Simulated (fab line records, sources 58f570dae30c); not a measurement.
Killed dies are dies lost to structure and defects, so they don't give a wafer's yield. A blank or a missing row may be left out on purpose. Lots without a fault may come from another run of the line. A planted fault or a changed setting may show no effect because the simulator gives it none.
A struck lot beside a sound one | flow berkeley_cmos170 | 17 steps out of a route of 331
Sound: wafers L275.1, L275.2, L275.5. Struck: wafers L288.1, L288.4, L288.6. The cause comes at the end.
At each step with rows: each side's tool, then ch and its chambers, then its first start. Under that, the readings that differ: sound wafers | struck wafers | difference of the means | sigmas: that difference in standard deviations of wafers without a fault.
alike: readings whose means differ by less than 2 such deviations, and words and numbers that are the same on both sides. not compared: withheld readings, readings that some wafer has no value for, bounds like >300 that may hide the same value, and numbers for which the record gives no deviation and whose values overlap.
The two part at a step that has a row with sigmas, a row that says differs or no value, or rows on one side only. Numbers that don't overlap but have no deviation are shown without sigmas and don't part them. A reading that every wafer of one side lacks parts them only if that side has two wafers or more.

first, 1 step without rows for these wafers: UCB170_NWELL_OXIDATION_01 (target thk 26.4 nm, ox time 1260 s).
UCB170_NWELL_THK_MEAS_02:
  sound on film_metro-04, day 2 13:28; struck on film_metro-04, day 5 08:16
  alike: NWELL_OXIDE_THK
then, 2 steps without rows for these wafers: UCB170_NWELL_ANNEAL_03 (time 900 s); UCB170_NWELL_CVD_04 (deposits Si3N4 from SiH2Cl2/NH3, target thk 224 nm, time 3360 s).
UCB170_NWELL_THK_MEAS_05:
  sound on film_metro-02, day 3 00:23; struck on film_metro-03, day 5 16:22
  alike: NWELL_NITRIDE_THK
then, 6 steps without rows for these wafers: UCB170_NWELL_HMDS_06 (prime time 60 s); UCB170_NWELL_COAT_07 (resist thk 900 nm); UCB170_NWELL_SOFTBAKE_08 (time 60 s); UCB170_NWELL_EXPOSE_09 (exposes mask NWELL, target cd 3000 nm); UCB170_NWELL_PEB_10; UCB170_NWELL_DEVELOP_11 (develop time 45 s).
UCB170_NWELL_OVL_MEAS_12:
  sound on overlay-02, day 3 01:17; struck on overlay-02, day 5 17:25
  alike: NWELL_OVL
UCB170_NWELL_ETCH_13: etches Si3N4 in CH3F/Ar/O2, stops on SiO2, target depth 246.4 nm, time 154 s.
  sound on rie_diel-03 ch 1,2,3, day 3 01:19; struck on rie_diel-03 ch 1,2,3, day 5 17:27
  reading                                | sound             | struck            | difference | sigmas
  oes_product_au (a.u.)                  | 0.948 0.922 0.951 | 0.907 0.900 0.879 | -0.045     | -3
  model.KrF_of_NWELL_COAT_07.thk_nm (nm) | 723.6 719.6 721.6 | 748.2 744.7 747.8 | +25.3      |
  model.etch.depth_nm (nm)               | 222 222.3 223.6   | 207.7 213.3 204.3 | -14.2      |
  alike: O2_flow_sccm, drypump_motor_current_A, throttle_valve_pct
  not compared: rf_hours_counter_h
then, 1 step without rows for these wafers: UCB170_NWELL_IMPLANT_14.
UCB170_NWELL_STRIP_15: strips in O2.
  sound on plasma_asher-04 ch 0,1, day 3 01:34; struck on plasma_asher-04 ch 0,1, day 5 17:42
  reading                      | sound             | struck            | difference | sigmas
  strip_time_to_endpoint_s (s) | 18.06 17.97 18.02 | 18.65 18.56 18.64 | +0.60      | +7
  alike: drypump_motor_current_A, oes_product_au
  not compared: rf_hours_counter_h
UCB170_NWELL_TW_MEAS_16:
  sound on film_metro-04, day 3 01:40; struck on film_metro-04, day 5 17:48
  alike: NWELL_TW
-- the record jumps here: 6 days lie between the struck wafers' starts before and after (it left off in module NWELL and takes up again in module M3, whose first step shown is number 331 of the route) --
UCB170_M3_PROBE_99:
  sound on prober-02, day 9 04:40; struck on prober-01, day 11 20:52
  reading                             | sound             | struck            | difference | sigmas
  model.etest.nwell_pinched.rs_ohm_sq | 1276 1287 1289    | 1318 1315 1317    | +33        |
  model.etest.vpnp.gain               | 11.27 11.19 11.19 | 11.99 11.75 11.89 | +0.66      |
  not compared: model.etest.nwell.rs_ohm_sq, model.etest.nwell.line_ohm_um

WHERE THEY PART
First at UCB170_NWELL_ETCH_13; last, within this record, at UCB170_NWELL_STRIP_15. Later steps at which nothing parts them and some readings are alike: UCB170_NWELL_TW_MEAS_16.

WHY: what the simulator had put in
Process parameter drift: rie_diel-03, from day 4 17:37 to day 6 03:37, at UCB170_NWELL_ETCH_13. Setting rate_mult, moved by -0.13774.
